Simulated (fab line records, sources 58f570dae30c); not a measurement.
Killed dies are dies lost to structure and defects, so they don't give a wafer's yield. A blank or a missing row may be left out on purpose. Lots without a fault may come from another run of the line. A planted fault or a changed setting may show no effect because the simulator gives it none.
Which tool did it? | flow berkeley_cmos170 | 13 lots, 39 wafers sampled, at 2 steps of a route of 331

WHAT THE GAUGES READ, wafer by wafer
UCB170_WELLDRIVE_THK_MEAS_02. Usual: WELLDRIVE_OXIDE_THK 194.7 nm, standard deviation 2.8.
lot  | measured    | on            | WELLDRIVE_OXIDE_THK (nm) | flag
L227 | day 3 15:03 | film_metro-02 | 193.9 191.9 196.2        |
L228 | day 3 22:51 | film_metro-02 | 193.6 194.4 191.8        |
L229 | day 3 22:48 | film_metro-02 | 196.8 194.2 192.9        |
L230 | day 4 05:29 | film_metro-04 | 198.6 197.3 199.8        |
L232 | day 4 16:06 | film_metro-04 | 174.6 174.2 173.8        | OFF
L240 | day 6 10:50 | film_metro-02 | 192.8 193.8 189.7        |
L243 | day 6 15:55 | film_metro-04 | 196.8 197.2 196.2        |
L245 | day 7 08:07 | film_metro-02 | 195.1 193.0 189.4        |
L246 | day 7 08:06 | film_metro-04 | 197.1 196.3 192.8        |
L247 | day 7 14:40 | film_metro-03 | 198.2 196.6 197.0        |
L249 | day 8 05:26 | film_metro-03 | 198.2 201.4 201.1        |
L248 | day 8 10:26 | film_metro-03 | 195.6 195.1 193.7        |
L250 | day 8 16:13 | film_metro-03 | 194.7 196.6 196.5        |

WHICH TOOL RAN EACH LOT (tool, then ch and the chambers of the sampled wafers, then the start)
lot  | UCB170_WELLDRIVE_OXIDATION_01
L227 | furnace-03 ch 0, day 3 11:31
L228 | furnace-01 ch 0, day 3 18:40
L229 | furnace-01 ch 0, day 3 18:40
L230 | furnace-04 ch 0, day 4 01:59
L232 | furnace-01 ch 0, day 4 12:33
L240 | furnace-04 ch 0, day 6 07:20
L243 | furnace-03 ch 0, day 6 12:25
L245 | furnace-01 ch 0, day 7 04:36
L246 | furnace-01 ch 0, day 7 04:36
L247 | furnace-04 ch 0, day 7 11:09
L249 | furnace-04 ch 0, day 8 01:55
L248 | furnace-04 ch 0, day 8 06:55
L250 | furnace-01 ch 0, day 8 12:42
- UCB170_WELLDRIVE_OXIDATION_01: target thk 199 nm, ox time 8701 s.

WHAT THE TOOLS THEMSELVES READ (means of the sampled wafers that have a number; where no wafer has one, the mark that the record gives instead)
UCB170_WELLDRIVE_OXIDATION_01. Usual: spike_tc_load_C 1128.4 C, standard deviation 1.4; spike_tc_source_C 1125.7 C, standard deviation 1.3.
lot  | tool       | spike_tc_load_C (C) | spike_tc_source_C (C) | flag
L227 | furnace-03 | 1126.3              | 1128.8                |
L228 | furnace-01 | 1128.1              | 1125.4                |
L229 | furnace-01 | 1127.8              | 1126.2                |
L230 | furnace-04 | 1129.7              | 1126.0                |
L232 | furnace-01 | 1127.6              | 1124.4                |
L240 | furnace-04 | 1130.5              | 1125.7                |
L243 | furnace-03 | 1125.4              | 1127.2                |
L245 | furnace-01 | 1128.2              | 1124.7                |
L246 | furnace-01 | 1128.3              | 1124.9                |
L247 | furnace-04 | 1129.0              | 1125.8                |
L249 | furnace-04 | 1129.8              | 1125.0                |
L248 | furnace-04 | 1130.0              | 1126.1                |
L250 | furnace-01 | 1129.0              | 1126.0                |

THE ANSWER, worked out from the rows above alone
Rule: a lot is off if the mean of its wafers that have a number lies more than 3 standard deviations from the usual mean. A lot without any number at a reading at which 4 lots or more have one is off too. The other lots that the step has rows for count as sound. The gauges are gone through in route order, then the tools' own readings, and for those a lot's mean is taken as printed above. The first step at which some lot is off is used, and at that step the reading that is off furthest; a lot without a number counts as furthest.
Off: L232, at UCB170_WELLDRIVE_THK_MEAS_02 (WELLDRIVE_OXIDE_THK).
A tool fits if, at a process step before that reading, it ran every lot that is off, and no sound lot after the first of them. The gauges at UCB170_WELLDRIVE_THK_MEAS_02 are tried like those tools. None of those tried fits.

WHAT THE SIMULATOR HAD PUT IN
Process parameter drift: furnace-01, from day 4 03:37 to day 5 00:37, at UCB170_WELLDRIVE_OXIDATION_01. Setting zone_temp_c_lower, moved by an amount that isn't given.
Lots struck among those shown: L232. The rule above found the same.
